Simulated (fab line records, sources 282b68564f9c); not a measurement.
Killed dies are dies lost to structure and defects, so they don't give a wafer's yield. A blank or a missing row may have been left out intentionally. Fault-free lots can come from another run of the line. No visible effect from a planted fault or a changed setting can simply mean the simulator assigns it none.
2 desks looking at one fault | flow ritCmos | only its own numbers are on each desk; what lay behind them is given at the end

== FOR THE TOOL OWNER'S DESK: implanter-03 ==
The tool's own readings at RIT_PSD_IMPLANT_08, given as means over the sampled wafers that have a number, one for each lot that went through this tool. A lot is out of limits, marked OUT, if its mean lies more than 4 standard deviations from the usual mean; the brackets give that distance.
Columns: A = beamEnergyKeV at RIT_PSD_IMPLANT_08, usual 27.000; B = doseIonsCm2 at RIT_PSD_IMPLANT_08, usual 5e+15; C = tiltDeg at RIT_PSD_IMPLANT_08, usual 6.999 degrees
lot  | first seen here | A                        | B     | C
L479 | day 3 17:50     | 26.996                   | 5e+15 | 7.006
L481 | day 4 05:13     | 27.009                   | 5e+15 | 7.013
L482 | day 4 10:25     | 30.513 (+99 or more) OUT | 5e+15 | 6.991
L485 | day 4 22:58     | 30.513 (+99 or more) OUT | 5e+15 | 6.984
L500 | day 8 01:07     | 27.000                   | 5e+15 | 7.026
This desk finds L482, L485 out of limits, L482 being first, at day 4 10:25 (beamEnergyKeV at RIT_PSD_IMPLANT_08). L479, L481, L500: within limits.

== THE METROLOGY DESK ==
What the gauges read for every lot (on any tool): the sampled wafers with a number, averaged. A lot is out of limits, marked OUT, if its mean lies more than 4 standard deviations from the usual mean; the brackets give that distance.
Columns: A = FIELD_OXIDE_LEFT_1_THK at RIT_FOX2_THK_MEAS_90, usual 320 nm; B = GATE_OVL at RIT_GATE_OVL_MEAS_17, usual -0.5 nm; C = PSD_TW at RIT_PSD_TW_MEAS_10, usual 3409; D = PSD_RS at RIT_SDANNEAL_RS_MEAS_04, usual 115.9 ohm/sq; E = cdNm at RIT_M1_CD_MEAS_09, usual 2600.5 nm
lot  | first seen here | A   | B    | C               | D               | E
L479 | day 2 09:10     | 328 | -0.2 | 3415            | 116.2           | 2598.7
L480 | day 2 17:26     | 335 | -1.3 | 3389            | 115.9           | 2601.5
L481 | day 2 21:14     | 325 | 0.1  | 3433            | 116.1           | 2602.4
L482 | day 2 22:46     | 322 | -1.8 | 3545 (+5.7) OUT | 109.0 (-20) OUT | 2603.6
L485 | day 3 13:40     | 312 | 0.9  | 3495            | 109.2 (-20) OUT | 2603.2
L489 | day 4 08:31     | 328 | -0.4 | 3426            | 116.2           | 2604.0
L490 | day 4 15:52     | 320 | 0.9  | 3397            | 115.8           | 2602.6
L491 | day 4 20:04     | 322 | -0.2 | 3386            | 115.9           | 2599.0
L492 | day 5 01:35     | 324 | -0.9 | 3422            | 115.8           | 2601.8
L495 | day 5 14:41     | 316 | 0.7  | 3416            | 116.2           | 2600.3
L496 | day 5 21:10     | 314 | 0.0  | 3389            | 116.3           | 2597.0
L497 | day 6 01:04     | 324 | -3.6 | 3428            | 115.5           | 2599.9
L499 | day 6 12:10     | 317 | -0.3 | 3414            | 115.6           | 2600.1
L500 | day 6 15:44     | 318 | -0.7 | 3422            | 115.3           | 2601.5
Per this desk, out of limits: L482, L485; the first was L482, day 4 10:44 (PSD_TW at RIT_PSD_TW_MEAS_10). L479, L480, L481, L489, L490, L491, L492, L495, L496, L497, L499, L500: within limits.

== PUT TOGETHER ==
An alarm could have come from the tool owner's desk at day 4 10:25, on L482, L485.
At day 4 10:44 the metrology desk could have sounded an alarm, on L482, L485.
RIT_PSD_IMPLANT_08 was run on implanter-03 by each of the lots named.

== WHAT THE SIMULATOR HAD INSERTED ==
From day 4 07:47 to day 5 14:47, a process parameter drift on implanter-03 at RIT_PSD_IMPLANT_08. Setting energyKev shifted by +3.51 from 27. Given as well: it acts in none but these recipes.
Lots struck among those shown: L482, L485.
Delay (hours) between the fault's onset and each desk's first out-of-limits reading: 3 at the tool owner's desk, 3 at the metrology desk.
